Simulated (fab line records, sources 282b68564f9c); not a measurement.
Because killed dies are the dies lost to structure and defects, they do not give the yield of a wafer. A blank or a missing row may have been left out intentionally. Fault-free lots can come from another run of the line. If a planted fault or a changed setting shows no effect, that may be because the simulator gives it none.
Which tool did it? || flow ritCmos || 42 wafers from 14 lots sampled at 3 of the route's 202 steps

WHAT THE GAUGES READ, wafer by wafer
RIT_ACTIVE_BOW_MEAS_00. Usual: for INCOMING_BOW the level is 0 um and the standard deviation is 6.2.
{"lot": "L705", "measured": "day 1 10:04", "on": "filmMetro-03", "INCOMING_BOW (um)": "4 12 1", "flag": ""}
{"lot": "L707", "measured": "day 1 20:01", "on": "filmMetro-03", "INCOMING_BOW (um)": "0 -10 -7", "flag": ""}
{"lot": "L708", "measured": "day 2 01:00", "on": "filmMetro-04", "INCOMING_BOW (um)": "2 -1 1", "flag": ""}
{"lot": "L709", "measured": "day 2 06:01", "on": "filmMetro-02", "INCOMING_BOW (um)": "-1 -3 -4", "flag": ""}
{"lot": "L710", "measured": "day 2 11:02", "on": "filmMetro-02", "INCOMING_BOW (um)": "-4 2 4", "flag": ""}
{"lot": "L711", "measured": "day 2 16:01", "on": "filmMetro-02", "INCOMING_BOW (um)": "6 8 -2", "flag": ""}
{"lot": "L712", "measured": "day 2 21:01", "on": "filmMetro-02", "INCOMING_BOW (um)": "5 -9 3", "flag": ""}
{"lot": "L714", "measured": "day 3 07:01", "on": "filmMetro-03", "INCOMING_BOW (um)": "-4 -15 -8", "flag": ""}
{"lot": "L717", "measured": "day 3 22:01", "on": "filmMetro-02", "INCOMING_BOW (um)": "5 3 0", "flag": ""}
{"lot": "L718", "measured": "day 4 03:00", "on": "filmMetro-03", "INCOMING_BOW (um)": "-1 -4 -4", "flag": ""}
{"lot": "L720", "measured": "day 4 13:00", "on": "filmMetro-03", "INCOMING_BOW (um)": "8 4 4", "flag": ""}
{"lot": "L721", "measured": "day 4 18:04", "on": "filmMetro-04", "INCOMING_BOW (um)": "-6 -11 1", "flag": ""}
{"lot": "L727", "measured": "day 6 00:00", "on": "filmMetro-03", "INCOMING_BOW (um)": "-11 -7 -7", "flag": ""}
{"lot": "L728", "measured": "day 6 05:04", "on": "filmMetro-03", "INCOMING_BOW (um)": "-1 2 -6", "flag": ""}

RIT_FOX1_THK_MEAS_01. Usual: for FOX1_OXIDE_THK the level is 354 nm and the standard deviation is 6.8.
{"lot": "L705", "measured": "day 1 16:59", "on": "filmMetro-01", "FOX1_OXIDE_THK (nm)": "346 346 343", "flag": ""}
{"lot": "L707", "measured": "day 2 04:11", "on": "filmMetro-01", "FOX1_OXIDE_THK (nm)": "349 339 341", "flag": ""}
{"lot": "L708", "measured": "day 2 08:50", "on": "filmMetro-03", "FOX1_OXIDE_THK (nm)": "357 356 360", "flag": ""}
{"lot": "L709", "measured": "day 2 13:04", "on": "filmMetro-03", "FOX1_OXIDE_THK (nm)": "351 350 352", "flag": ""}
{"lot": "L710", "measured": "day 2 17:52", "on": "filmMetro-02", "FOX1_OXIDE_THK (nm)": "349 347 346", "flag": ""}
{"lot": "L711", "measured": "day 2 23:34", "on": "filmMetro-01", "FOX1_OXIDE_THK (nm)": "346 343 342", "flag": ""}
{"lot": "L712", "measured": "day 3 04:31", "on": "filmMetro-01", "FOX1_OXIDE_THK (nm)": "351 351 357", "flag": ""}
{"lot": "L714", "measured": "day 3 14:55", "on": "filmMetro-03", "FOX1_OXIDE_THK (nm)": "352 354 354", "flag": ""}
{"lot": "L717", "measured": "day 4 04:51", "on": "filmMetro-01", "FOX1_OXIDE_THK (nm)": "353 355 351", "flag": ""}
{"lot": "L718", "measured": "day 4 11:09", "on": "filmMetro-01", "FOX1_OXIDE_THK (nm)": "350 355 350", "flag": ""}
{"lot": "L720", "measured": "day 4 20:44", "on": "filmMetro-02", "FOX1_OXIDE_THK (nm)": "358 357 357", "flag": ""}
{"lot": "L721", "measured": "day 5 00:53", "on": "filmMetro-03", "FOX1_OXIDE_THK (nm)": "350 352 350", "flag": ""}
{"lot": "L727", "measured": "day 6 07:14", "on": "filmMetro-02", "FOX1_OXIDE_THK (nm)": "347 344 347", "flag": ""}
{"lot": "L728", "measured": "day 6 13:40", "on": "filmMetro-01", "FOX1_OXIDE_THK (nm)": "355 357 360", "flag": ""}

RIT_GATE_THK_MEAS_07. Usual: for GATE_OXIDE_THK the level is 3.02 nm and the standard deviation is 0.065.
{"lot": "L705", "measured": "day 2 10:50", "on": "filmMetro-04", "GATE_OXIDE_THK (nm)": "3.03 3.05 3.05", "flag": ""}
{"lot": "L707", "measured": "day 2 20:46", "on": "filmMetro-03", "GATE_OXIDE_THK (nm)": "2.97 2.89 2.92", "flag": ""}
{"lot": "L708", "measured": "day 3 01:02", "on": "filmMetro-01", "GATE_OXIDE_THK (nm)": "3.09 3.02 3.07", "flag": ""}
{"lot": "L709", "measured": "day 3 05:23", "on": "filmMetro-03", "GATE_OXIDE_THK (nm)": "2.95 3.01 2.97", "flag": ""}
{"lot": "L710", "measured": "day 3 10:25", "on": "filmMetro-03", "GATE_OXIDE_THK (nm)": "2.99 3.04 2.94", "flag": ""}
{"lot": "L711", "measured": "day 3 15:46", "on": "filmMetro-04", "GATE_OXIDE_THK (nm)": "2.92 2.92 2.89", "flag": ""}
{"lot": "L712", "measured": "day 3 20:47", "on": "filmMetro-01", "GATE_OXIDE_THK (nm)": "3.02 2.99 3.01", "flag": ""}
{"lot": "L714", "measured": "day 4 07:48", "on": "filmMetro-04", "GATE_OXIDE_THK (nm)": "3.11 3.09 3.12", "flag": ""}
{"lot": "L717", "measured": "day 4 22:08", "on": "filmMetro-03", "GATE_OXIDE_THK (nm)": "2.95 2.90 2.99", "flag": ""}
{"lot": "L718", "measured": "day 5 03:32", "on": "filmMetro-01", "GATE_OXIDE_THK (nm)": "2.98 3.04 3.01", "flag": ""}
{"lot": "L720", "measured": "day 5 16:47", "on": "filmMetro-03", "GATE_OXIDE_THK (nm)": "3.13 3.06 3.07", "flag": ""}
{"lot": "L721", "measured": "day 5 18:08", "on": "filmMetro-01", "GATE_OXIDE_THK (nm)": "3.05 3.07 3.06", "flag": ""}
{"lot": "L727", "measured": "day 6 23:20", "on": "filmMetro-04", "GATE_OXIDE_THK (nm)": "3.02 2.99 2.95", "flag": ""}
{"lot": "L728", "measured": "day 7 05:49", "on": "filmMetro-04", "GATE_OXIDE_THK (nm)": "3.06 3.02 3.07", "flag": ""}

EACH LOT AND THE TOOL THAT RAN IT (in order: tool; ch and the chambers of the sampled wafers; start)
The record shows no process step preceding these readings.

AS READ BY THE TOOLS THEMSELVES (means over the sampled wafers that have a number; for cases with no such wafer, the mark the record gives instead)
The record holds no such reading with a usual standard deviation.

THE ANSWER, worked out from the rows above alone
Rule: a lot counts as off when the mean over its wafers that have a number is more than 3 standard deviations away from the usual mean. A lot without any number at a reading at which 4 lots or more have one is off too. Where the step has rows for the other lots, those lots are counted as sound. First the gauges in route order, then the tools' own readings, where a lot's mean is used as printed above. At the first step where some lot is off, the reading lying furthest off is the one used; lots without a number count as furthest.
Nothing can be told from this: no lot is off at any reading shown.

WHAT THE SIMULATOR HAD INSERTED
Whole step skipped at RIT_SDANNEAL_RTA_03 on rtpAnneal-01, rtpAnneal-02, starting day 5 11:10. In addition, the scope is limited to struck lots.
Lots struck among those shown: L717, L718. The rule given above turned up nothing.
